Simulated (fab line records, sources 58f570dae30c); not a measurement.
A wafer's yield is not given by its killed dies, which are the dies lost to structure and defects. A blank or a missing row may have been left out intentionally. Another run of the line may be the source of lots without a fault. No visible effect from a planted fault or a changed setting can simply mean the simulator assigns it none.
Split-lot experiment | flow berkeley_cmos170 | 5 lots, 23 wafers read, on a route of 331 steps

== ON THE SPLIT ==
At UCB170_M3_SPUTTER_01 (material Al, target thk 900 nm, time 120 s), the setting time_s was moved away from the recipe's 120 s on 7 of the 23 wafers read, by -12.6% to -4.5%. This setting was run at the recipe's value on the other wafers.

== FROM SPLIT TO READING: 1 step shown by the file between the two ==
- UCB170_M3_RS_MEAS_02: measures by four-point-probe

== THE READING ==
M3_AL_THK, in nm, at UCB170_M3_THK_MEAS_03 (measures by xrf). Typical for fault-free wafers on this fab line: 901 nm, with standard deviation 8.4 nm.

wafer  | tool, chamber at the split | time_s as run, s | against the recipe | M3_AL_THK, nm | against lot-mates on the recipe
L076.2 | pvd_sputter-03, -          | 120              | recipe             | 891           | -
L076.3 | pvd_sputter-03, -          | 120              | recipe             | 885           | -
L076.4 | pvd_sputter-03, -          | 120              | recipe             | 886           | -
L081.1 | pvd_sputter-04, -          | 120              | recipe             | 906           | -
L081.2 | pvd_sputter-04, -          | 120              | recipe             | 908           | -
L081.3 | pvd_sputter-04, -          | 120              | recipe             | 912           | -
L081.5 | pvd_sputter-04, -          | 120              | recipe             | 902           | -
L081.6 | pvd_sputter-04, -          | 120              | recipe             | 908           | -
L083.1 | pvd_sputter-04, -          | 120              | recipe             | 909           | -
L083.2 | pvd_sputter-04, -          | 114.6            | -4.5%              | 865           | -42
L083.3 | pvd_sputter-04, -          | 120              | recipe             | 911           | -
L083.4 | pvd_sputter-04, -          | 114.6            | -4.5%              | 875           | -32
L083.6 | pvd_sputter-04, -          | 120              | recipe             | 900           | -
L082.1 | pvd_sputter-03, -          | 120              | recipe             | 909           | -
L082.2 | pvd_sputter-03, -          | 120              | recipe             | 916           | -
L082.3 | pvd_sputter-03, -          | 104.9            | -12.6%             | 803           | -106
L082.4 | pvd_sputter-03, -          | 104.9            | -12.6%             | 792           | -117
L082.5 | pvd_sputter-03, -          | 120              | recipe             | 902           | -
L084.1 | pvd_sputter-04, -          | 110.7            | -7.8%              | 836           | -72
L084.2 | pvd_sputter-04, -          | 110.7            | -7.8%              | 836           | -72
L084.4 | pvd_sputter-04, -          | 120              | recipe             | 908           | -
L084.5 | pvd_sputter-04, -          | 110.7            | -7.8%              | 843           | -64
L084.6 | pvd_sputter-04, -          | 120              | recipe             | 907           | -

THE FIT
A straight line over all 23 wafers: M3_AL_THK changes by +8.4 nm for each +1% of time_s; r = +0.98; the points scatter about the line by 8.2 nm.
The same after taking each lot's own level away (the mean of its wafers on the recipe; 23 wafers): +8.85 nm for each +1%; r = +0.99; scatter 4.4 nm.
On that fit, the largest move of time_s shifts the reading by 1.1e+02 nm.
The lots' own levels span 887.3 to 909.0 nm, that is 2.6 times the standard deviation above.
Hence the lot-to-lot level has little effect on the slope; both slopes agree.
Check: for one of the wafers moved furthest among these (-12.6%), held out of the fit, the line's prediction against its lot-mates is -113 nm. Against them it came out at -106 nm.

== FURTHER SPLITS ON THESE WAFERS ==
These wafers also went through other splits before the reading. Each is held against what the fit with the lots' levels taken away leaves over:
other split on the same wafers                 | wafers away from the commonest value | r with M3_AL_THK (lot level and that fit taken away)
UCB170_SDANNEAL_RTA_01 time_s                  | 6                                    | +0.31
UCB170_SILICIDE_SPUTTER_01 chamber_pressure_pa | 15                                   | +0.11
UCB170_M1_COAT_04 resist_thk_nm                | 6                                    | +0.05
UCB170_M2_SPUTTER_01 time_s                    | 10                                   | +0.19
UCB170_M2_SOFTBAKE_06 time_s                   | 8                                    | +0.08
UCB170_V2_PEB_10 peb_temp_c                    | 8                                    | -0.04

== THE WHOLE CHAIN: every reading that the file lists as answering this split, in the file's order ==
step                  | what it does                               | reading                                                                     | change (the file's fit)               | r (the file's)
UCB170_M3_SPUTTER_01  | material Al, target thk 900 nm, time 120 s | Al_of_M3_SPUTTER_01.thk_nm (the simulator's own value, which no gauge read) | +8.63 nm for each +1% of the setting  | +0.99
UCB170_M3_RS_MEAS_02  | measures by four-point-probe               | M3_AL_RS                                                                    | -0.000344 for each +1% of the setting | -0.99
UCB170_M3_THK_MEAS_03 | measures by xrf                            | M3_AL_THK                                                                   | +8.83 for each +1% of the setting     | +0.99

== THE FILE'S OWN FIT ==
M3_AL_THK changes by +8.83 nm for each +1% of time_s, r = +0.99.
